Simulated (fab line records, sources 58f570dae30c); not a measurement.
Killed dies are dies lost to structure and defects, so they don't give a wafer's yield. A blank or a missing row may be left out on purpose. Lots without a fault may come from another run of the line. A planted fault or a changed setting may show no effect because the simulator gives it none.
One fault seen from 2 desks | flow berkeley_cmos170 | each desk has only its own numbers; what lay behind them comes last

THE METROLOGY DESK
What the gauges read, lot by lot, whatever tool the lot ran on: means of the sampled wafers that have a number. A lot is out of limits, marked OUT, if its mean lies more than 4 standard deviations from the usual mean; the brackets give that distance.
Columns: A = INCOMING_BOW at UCB170_START_BOW_MEAS_00, usual 0 um; B = NLDD_TW at UCB170_NLDD_TW_MEAS_11, usual 2205; C = NLDD_RS at UCB170_SDANNEAL_RS_MEAS_05, usual 616.2 ohm/sq
lot  | first seen here | A  | B               | C
L354 | day 1 15:00     | -1 | 2201            | 616.3
L355 | day 1 20:00     | 0  | 2201            | 616.0
L356 | day 2 01:04     | -8 | 2212            | 614.9
L357 | day 2 06:00     | 0  | 2207            | 614.7
L359 | day 2 16:00     | -4 | 2200            | 615.2
L360 | day 2 21:04     | -1 | 2201            | 616.0
L361 | day 3 02:00     | -5 | 2214            | 617.6
L362 | day 3 07:00     | -1 | 2141 (-6.4) OUT | 653.4 (+29) OUT
L363 | day 3 12:01     | -1 | 2201            | 615.9
L364 | day 3 17:02     | 3  | 2134 (-7.1) OUT | 654.2 (+29) OUT
L371 | day 5 04:02     | -4 | 2214            | 615.2
L373 | day 5 14:02     | 1  | 2212            | 615.5
L375 | day 6 00:01     | -3 | 2212            | 615.4
L376 | day 6 05:00     | 1  | 2196            | 617.8
This desk's finding: out of limits on L362, L364; first on L362, day 8 08:57 (NLDD_TW at UCB170_NLDD_TW_MEAS_11). In limits: L354, L355, L356, L357, L359, L360, L361, L363, L371, L373, L375, L376.

THE TOOL OWNER'S DESK: implanter-04
The tool's own readings at UCB170_NLDD_IMPLANT_09: means of the sampled wafers that have a number, for each lot that ran on this tool. A lot is out of limits, marked OUT, if its mean lies more than 4 standard deviations from the usual mean; the brackets give that distance.
Columns: A = beam_on_s at UCB170_NLDD_IMPLANT_09, usual 9.96 s; B = dose_ions_cm2 at UCB170_NLDD_IMPLANT_09, usual 4.999e+13; C = faraday_current_uA at UCB170_NLDD_IMPLANT_09, usual 159
lot  | first seen here | A     | B                           | C
L354 | day 7 02:02     | 9.78  | 4.996e+13                   | 162
L355 | day 7 10:32     | 9.70  | 4.997e+13                   | 163
L357 | day 7 13:28     | 9.79  | 4.998e+13                   | 162
L356 | day 7 14:00     | 10.12 | 4.998e+13                   | 157
L360 | day 7 21:04     | 9.94  | 4.998e+13                   | 160
L359 | day 7 21:22     | 9.98  | 4.997e+13                   | 159
L361 | day 8 07:17     | 10.03 | 4.999e+13                   | 158
L363 | day 8 07:54     | 9.72  | 5.000e+13                   | 163
L362 | day 8 08:42     | 9.91  | 4.153e+13 (-99 or more) OUT | 133 (-8.4) OUT
L364 | day 8 21:04     | 9.93  | 4.152e+13 (-99 or more) OUT | 133 (-8.5) OUT
L373 | day 11 04:26    | 10.05 | 4.991e+13                   | 158
L375 | day 11 15:55    | 9.82  | 5.005e+13                   | 162
This desk's finding: out of limits on L362, L364; first on L362, day 8 08:42 (dose_ions_cm2 at UCB170_NLDD_IMPLANT_09). In limits: L354, L355, L357, L356, L360, L359, L361, L363, L373, L375.

PUT TOGETHER
The tool owner's desk could have raised an alarm at day 8 08:42, on L362, L364.
The metrology desk could have raised an alarm at day 8 08:57, on L362, L364.
Of the lots named, all ran UCB170_NLDD_IMPLANT_09 on implanter-04.

WHAT THE SIMULATOR HAD PUT IN
Process parameter drift: implanter-04, from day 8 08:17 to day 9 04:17, at UCB170_NLDD_IMPLANT_09. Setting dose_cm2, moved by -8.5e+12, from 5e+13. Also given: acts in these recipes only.
Lots struck among those shown: L362, L364.
Hours from the fault's start to each desk's first reading out of limits: the tool owner's desk, 0; the metrology desk, 1.
